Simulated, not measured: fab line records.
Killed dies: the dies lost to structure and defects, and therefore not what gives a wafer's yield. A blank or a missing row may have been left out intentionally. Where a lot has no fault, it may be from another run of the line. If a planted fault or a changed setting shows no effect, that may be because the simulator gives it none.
What tool caused it?    flow berkeley_cmos170    Sampling: 7 lots, 21 wafers, 3 of 331 route steps

## WHAT EACH GAUGE READ, for each wafer
UCB170_V2_THK_MEAS_01.
lot   measured      on             V2_TEOS_THK (nm)
L209  day 9 09:25   film_metro-02  2026 2014 2029
L210  day 9 09:54   film_metro-01  1986 1963 2001
L212  day 10 05:14  film_metro-02  2003 2009 2024
L217  day 10 15:44  film_metro-01  1982 2002 2016
L218  day 11 08:52  film_metro-01  1974 1984 2002
L222  day 12 00:19  film_metro-02  2007 2028 2039
L228  day 12 21:53  film_metro-03  1695 1742 1720

## WHICH TOOL RAN EACH LOT (tool, then ch and the chambers of the sampled wafers, then the start)
lot   UCB170_CONTACT_ETCH_17              UCB170_V2_CVD_00
L209  rie_diel-01 ch 0,1,3, day 8 15:43   pecvd-04 ch 0,2, day 9 09:14
L210  rie_diel-03 ch 0,3, day 8 21:05     pecvd-04 ch 0,2, day 9 09:45
L212  rie_diel-03 ch 2,3, day 9 17:35     pecvd-01 ch 1,2, day 10 05:04
L217  rie_diel-02 ch 0,1,2, day 10 05:11  pecvd-01 ch 1,2, day 10 15:34
L218  rie_diel-01 ch 1,2,3, day 10 19:42  pecvd-02 ch 0,1, day 11 08:42
L222  rie_diel-02 ch 0,1,3, day 11 13:12  pecvd-01 ch 0,2, day 12 00:05
L228  rie_diel-03 ch 0,1,3, day 12 10:27  pecvd-01 ch 0,2, day 12 21:43
- UCB170_CONTACT_ETCH_17: etches BARC in N2/H2.
- UCB170_V2_CVD_00: deposits SiO2 from TEOS/O2, target thk 2000 nm, time 250 s.

## THE ANSWER, worked out from the rows above alone
Rule: the usual values come from the lots themselves. The widest of any qualifying gaps counts: lots, ordered by their means at a reading, are off when they make up no more than a third of the lots, leave a main group of 4 or more, and stand apart from it by 3 or more times the standard deviation of that group's means. If all means in a main group match to the digits the tables above print for the reading, that group is not used. A lot without any number at a reading at which 4 lots or more have one is off too. Where the step has rows for the other lots, those lots are counted as sound.
Off: L228, at UCB170_V2_THK_MEAS_01 (V2_TEOS_THK). The main group: mean 2005 nm, standard deviation 16.
If a tool, at a process step before that reading, ran all the lots that are off and no sound lot after the first of them, it fits. Those tools and the gauges at UCB170_V2_THK_MEAS_01 are tried in the same way. Can't be told from this: 3 tools fit, rie_diel-03 at UCB170_CONTACT_ETCH_17, pecvd-01 at UCB170_V2_CVD_00, film_metro-03 at UCB170_V2_THK_MEAS_01.

## WHAT HAD BEEN PUT IN BY THE SIMULATOR
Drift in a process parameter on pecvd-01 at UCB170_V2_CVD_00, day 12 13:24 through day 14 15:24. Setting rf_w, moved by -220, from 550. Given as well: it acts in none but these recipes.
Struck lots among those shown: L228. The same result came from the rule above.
